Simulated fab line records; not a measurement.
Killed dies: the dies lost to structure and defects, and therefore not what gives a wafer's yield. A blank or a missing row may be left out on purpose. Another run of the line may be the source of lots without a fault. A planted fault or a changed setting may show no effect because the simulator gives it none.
What tool caused it? || flow rit cmos || Sampling: 14 lots, 42 wafers, 2 of 202 route steps

## WHAT THE GAUGES READ, wafer by wafer
Not one reading of a measure or inspect step in the record can be checked against a usual standard deviation.

## WHICH TOOL RAN EACH LOT (tool, then ch and the chambers of the sampled wafers, then the start)
{"lot": "L581", "RIT_REOX_OXIDATION_03": "furnace-04 ch 0, day 2 17:13", "RIT_M1_PROBE_99": "-"}
{"lot": "L582", "RIT_REOX_OXIDATION_03": "furnace-01 ch 0, day 3 00:13", "RIT_M1_PROBE_99": "-"}
{"lot": "L583", "RIT_REOX_OXIDATION_03": "furnace-01 ch 0, day 3 06:41", "RIT_M1_PROBE_99": "-"}
{"lot": "L584", "RIT_REOX_OXIDATION_03": "furnace-04 ch 0, day 3 09:56", "RIT_M1_PROBE_99": "-"}
{"lot": "L585", "RIT_REOX_OXIDATION_03": "furnace-04 ch 0, day 3 12:29", "RIT_M1_PROBE_99": "-"}
{"lot": "L586", "RIT_REOX_OXIDATION_03": "furnace-04 ch 0, day 3 21:28", "RIT_M1_PROBE_99": "-"}
{"lot": "L587", "RIT_REOX_OXIDATION_03": "furnace-03 ch 0, day 3 21:50", "RIT_M1_PROBE_99": "-"}
{"lot": "L588", "RIT_REOX_OXIDATION_03": "furnace-03 ch 0, day 4 02:40", "RIT_M1_PROBE_99": "-"}
{"lot": "L590", "RIT_REOX_OXIDATION_03": "furnace-03 ch 0, day 4 20:08", "RIT_M1_PROBE_99": "prober-02, day 5 16:29"}
{"lot": "L596", "RIT_REOX_OXIDATION_03": "furnace-03 ch 0, day 5 18:43", "RIT_M1_PROBE_99": "prober-02, day 6 14:13"}
{"lot": "L599", "RIT_REOX_OXIDATION_03": "furnace-01 ch 0, day 6 09:59", "RIT_M1_PROBE_99": "prober-01, day 7 05:04"}
{"lot": "L600", "RIT_REOX_OXIDATION_03": "furnace-04 ch 0, day 6 16:06", "RIT_M1_PROBE_99": "-"}
{"lot": "L601", "RIT_REOX_OXIDATION_03": "furnace-04 ch 0, day 6 22:43", "RIT_M1_PROBE_99": "-"}
{"lot": "L602", "RIT_REOX_OXIDATION_03": "furnace-01 ch 0, day 7 00:55", "RIT_M1_PROBE_99": "-"}
- RIT_REOX_OXIDATION_03: target thk 25.2 nm, ox time 5580 s.
- RIT_M1_PROBE_99

## AS READ BY THE TOOLS THEMSELVES (means over the sampled wafers that have a number; for cases with no such wafer, the mark the record gives instead)
RIT_M1_PROBE_99. Usual: killed_at_M0_to_M3 0.0, standard deviation 0.12; killed at contacts 0.1, standard deviation 0.34; killed at front end 7.0, standard deviation 2.9; killed dies 7.2, standard deviation 2.9; killed on rim 2.1, standard deviation 1.4; killed open 3.6, standard deviation 1.9; killed short 3.5, standard deviation 2.1.
{"lot": "L590", "tool": "prober-02", "killed_at_M0_to_M3": 0.0, "killed at contacts": 0.0, "killed at front end": 93.7, "killed dies": 93.7, "killed on rim": 20.3, "killed open": 2.3, "killed short": 1.7, "flag": "OFF"}
{"lot": "L596", "tool": "prober-02", "killed_at_M0_to_M3": 0.0, "killed at contacts": 0.0, "killed at front end": 103.3, "killed dies": 103.3, "killed on rim": 31.7, "killed open": 2.7, "killed short": 2.3, "flag": "OFF"}
{"lot": "L599", "tool": "prober-01", "killed_at_M0_to_M3": 0.0, "killed at contacts": 0.0, "killed at front end": 7.7, "killed dies": 7.7, "killed on rim": 1.3, "killed open": 5.0, "killed short": 2.7, "flag": ""}

## THE ANSWER, worked out from the rows above alone
Rule: a lot is off if the mean of its wafers that have a number lies more than 3 standard deviations from the usual mean. Also off: a lot with no number at a reading for which 4 or more lots have one. All remaining lots with rows at the step are treated as sound. First the gauges in route order, then the tools' own readings, where a lot's mean is used as printed above. At the first step where some lot is off, the reading lying furthest off is the one used; lots without a number count as furthest.
Off, at RIT_M1_PROBE_99 on killed at front end: L590, L596. Neither off nor sound, because the step has no rows for them: L581, L582, L583, L584, L585, L586, L587, L588, L600, L601, L602.
A tool fits if, at that step or a process step before it, it ran every lot that is off, and no sound lot after the first of them. This does not decide it: 2 tools fit, namely furnace-03 at RIT_REOX_OXIDATION_03 and prober-02 at RIT_M1_PROBE_99.

## WHAT THE SIMULATOR PUT IN
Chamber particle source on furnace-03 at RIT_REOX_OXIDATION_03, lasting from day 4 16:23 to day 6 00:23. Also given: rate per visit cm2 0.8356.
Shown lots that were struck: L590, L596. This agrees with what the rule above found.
